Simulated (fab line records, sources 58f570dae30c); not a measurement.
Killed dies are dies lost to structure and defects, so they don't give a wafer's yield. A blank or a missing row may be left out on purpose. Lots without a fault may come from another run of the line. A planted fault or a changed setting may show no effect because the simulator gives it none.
Which tool did it? | flow berkeley_cmos170 | 14 lots, 42 wafers sampled, at 3 steps of a route of 331

WHAT THE GAUGES READ, wafer by wafer
UCB170_SACOX_THK_MEAS_02. Usual: SACOX_OXIDE_THK 14.31 nm, standard deviation 0.24.
lot  | measured    | on            | SACOX_OXIDE_THK (nm) | flag
L276 | day 4 12:09 | film_metro-02 | 14.54 14.94 14.96    |
L278 | day 5 11:46 | film_metro-04 | 14.47 14.55 14.99    |
L279 | day 5 14:50 | film_metro-01 | 14.08 13.99 14.02    |
L277 | day 5 14:51 | film_metro-04 | 14.00 14.07 14.03    |
L282 | day 6 03:34 | film_metro-04 | 14.29 14.14 14.00    |
L284 | day 6 16:13 | film_metro-04 | 14.71 14.66 14.67    |
L290 | day 7 21:08 | film_metro-02 | 14.42 14.44 14.50    |
L291 | day 7 21:08 | film_metro-01 | 14.26 14.21 14.37    |
L294 | day 9 05:54 | film_metro-01 | 14.39 14.56 14.18    |
L295 | day 9 08:55 | film_metro-04 | 14.20 14.16 14.29    |
L297 | day 9 17:44 | film_metro-02 | 14.56 14.36 14.34    |
L298 | day 9 17:44 | film_metro-04 | 14.36 14.38 14.30    |
L296 | day 9 17:46 | film_metro-01 | 14.27 13.99 14.28    |
L299 | day 9 17:49 | film_metro-04 | 13.96 14.14 14.05    |

UCB170_M2_OVL_MEAS_16. Usual: M2_OVL 0 nm, standard deviation 5.3.
lot  | measured     | on         | M2_OVL (nm) | flag
L276 | day 6 20:32  | overlay-01 | -5 2 -6     |
L278 | day 8 01:47  | overlay-01 | -10 0 -8    |
L279 | day 8 02:24  | overlay-01 | 3 0 -1      |
L277 | day 8 18:25  | overlay-02 | -8 -3 3     |
L282 | day 8 21:46  | overlay-01 | -4 -5 -3    |
L284 | day 9 09:06  | overlay-01 | 3 7 11      |
L290 | day 10 14:24 | overlay-02 | -1 -5 0     |
L291 | day 10 13:34 | overlay-02 | 8 -2 3      |
L294 | day 11 14:12 | overlay-02 | -2 -3 -3    |
L295 | day 11 14:00 | overlay-02 | -4 0 -8     |
L297 | day 12 01:28 | overlay-02 | 10 -3 1     |
L298 | day 11 22:58 | overlay-02 | 0 -11 -3    |
L296 | day 12 01:43 | overlay-01 | 5 7 7       |
L299 | day 11 21:36 | overlay-01 | -10 -13 1   |

WHICH TOOL RAN EACH LOT (tool, then ch and the chambers of the sampled wafers, then the start)
lot  | UCB170_PVT_IMPLANT_07
L276 | implanter-03 ch 0, day 4 21:45
L278 | implanter-03 ch 0, day 5 22:44
L279 | implanter-03 ch 0, day 6 04:20
L277 | implanter-04 ch 0, day 6 03:44
L282 | implanter-03 ch 0, day 6 22:14
L284 | implanter-03 ch 0, day 7 04:31
L290 | implanter-01 ch 0, day 8 20:22
L291 | implanter-04 ch 0, day 8 20:38
L294 | implanter-04 ch 0, day 9 18:22
L295 | implanter-01 ch 0, day 9 17:45
L297 | implanter-01 ch 0, day 10 01:47
L298 | implanter-04 ch 0, day 10 01:31
L296 | implanter-04 ch 0, day 10 02:38
L299 | implanter-03 ch 0, day 10 03:17
- UCB170_PVT_IMPLANT_07

WHAT THE TOOLS THEMSELVES READ (means of the sampled wafers that have a number; where no wafer has one, the mark that the record gives instead)
UCB170_PVT_IMPLANT_07. Usual: dose_ions_cm2 2.0002e+12, standard deviation 2.3e+09.
lot  | tool         | dose_ions_cm2 | flag
L276 | implanter-03 | 2.0010e+12    |
L278 | implanter-03 | 1.9973e+12    |
L279 | implanter-03 | 2.0008e+12    |
L277 | implanter-04 | 2.0020e+12    |
L282 | implanter-03 | 2.0526e+12    | OFF
L284 | implanter-03 | 2.0548e+12    | OFF
L290 | implanter-01 | 2.0002e+12    |
L291 | implanter-04 | 2.0007e+12    |
L294 | implanter-04 | 2.0012e+12    |
L295 | implanter-01 | 2.0000e+12    |
L297 | implanter-01 | 1.9982e+12    |
L298 | implanter-04 | 2.0020e+12    |
L296 | implanter-04 | 2.0021e+12    |
L299 | implanter-03 | 2.0003e+12    |

THE ANSWER, worked out from the rows above alone
Rule: a lot is off if the mean of its wafers that have a number lies more than 3 standard deviations from the usual mean. A lot without any number at a reading at which 4 lots or more have one is off too. The other lots that the step has rows for count as sound. The gauges are gone through in route order, then the tools' own readings, and for those a lot's mean is taken as printed above. The first step at which some lot is off is used, and at that step the reading that is off furthest; a lot without a number counts as furthest.
Off: L282, L284, at UCB170_PVT_IMPLANT_07 (dose_ions_cm2).
A tool fits if, at that step or a process step before it, it ran every lot that is off, and no sound lot after the first of them. None of those tried fits.

WHAT THE SIMULATOR HAD PUT IN
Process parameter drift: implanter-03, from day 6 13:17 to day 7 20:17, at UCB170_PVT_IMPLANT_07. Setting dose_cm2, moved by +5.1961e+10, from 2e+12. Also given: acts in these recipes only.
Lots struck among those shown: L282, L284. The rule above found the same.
